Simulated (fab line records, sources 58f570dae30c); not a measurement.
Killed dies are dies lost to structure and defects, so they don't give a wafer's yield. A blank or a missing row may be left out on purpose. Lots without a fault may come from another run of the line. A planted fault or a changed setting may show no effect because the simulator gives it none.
Which tool did it? | flow berkeley_cmos170 | 7 lots, 21 wafers sampled, at 3 steps of a route of 331

WHAT THE GAUGES READ, wafer by wafer
UCB170_ACTIVE_THK_MEAS_06.
lot  | measured    | on            | ACTIVE_NITRIDE_THK (nm)
L350 | day 4 15:37 | film_metro-04 | 224.6 223.4 224.1
L353 | day 5 05:32 | film_metro-04 | 220.5 222.4 222.2
L355 | day 5 21:41 | film_metro-04 | 222.1 221.1 220.9
L357 | day 6 03:14 | film_metro-04 | 218.8 219.4 219.0
L358 | day 6 07:58 | film_metro-02 | 275.0 275.1 275.4
L361 | day 7 01:16 | film_metro-04 | 219.2 218.4 219.2
L367 | day 8 06:47 | film_metro-02 | 219.7 219.9 221.6

WHICH TOOL RAN EACH LOT (tool, then ch and the chambers of the sampled wafers, then the start)
lot  | UCB170_ZERO_STRIP_07                | UCB170_ACTIVE_CVD_05
L350 | plasma_asher-03 ch 0,1, day 2 05:10 | lpcvd-01 ch 1, day 4 13:41
L353 | plasma_asher-04 ch 0,1, day 2 21:18 | lpcvd-02 ch 0, day 5 03:37
L355 | plasma_asher-04 ch 0,1, day 3 08:31 | lpcvd-02 ch 1, day 5 19:45
L357 | plasma_asher-02 ch 0,1, day 3 18:10 | lpcvd-01 ch 1, day 6 01:15
L358 | plasma_asher-02 ch 0,1, day 4 00:26 | lpcvd-02 ch 0, day 6 06:02
L361 | plasma_asher-02 ch 0,1, day 4 15:46 | lpcvd-01 ch 1, day 6 23:17
L367 | plasma_asher-02 ch 0,1, day 5 17:11 | lpcvd-01 ch 1, day 8 04:52
- UCB170_ZERO_STRIP_07: strips in O2.
- UCB170_ACTIVE_CVD_05: deposits Si3N4 from SiH2Cl2/NH3, target thk 220 nm, time 3300 s.

THE ANSWER, worked out from the rows above alone
Rule: what is usual is taken from the lots themselves. Put in order of their means at a reading, lots are off if they are a third of the lots or fewer, leave a main group of 4 or more, and stand apart from it by a gap of 3 or more times the standard deviation of the main group's means; of several such gaps the widest counts. A main group whose means are all the same, to the digits that the tables above print for the reading, isn't used. A lot without any number at a reading at which 4 lots or more have one is off too. The other lots that the step has rows for count as sound.
Off: L358, at UCB170_ACTIVE_THK_MEAS_06 (ACTIVE_NITRIDE_THK). The main group: mean 220.9 nm, standard deviation 1.7.
A tool fits if, at a process step before that reading, it ran every lot that is off, and no sound lot after the first of them. The gauges at UCB170_ACTIVE_THK_MEAS_06 are tried like those tools. One fits: lpcvd-02 at UCB170_ACTIVE_CVD_05. Its last sound lot is L355 (day 5 19:45), its first lot that is off L358 (day 6 06:02): a fault that began between those two fits.

WHAT THE SIMULATOR HAD PUT IN
Process parameter drift: lpcvd-02, from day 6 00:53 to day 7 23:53, at UCB170_ACTIVE_CVD_05. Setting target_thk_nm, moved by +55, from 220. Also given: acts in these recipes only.
Lots struck among those shown: L358. The rule above found the same.
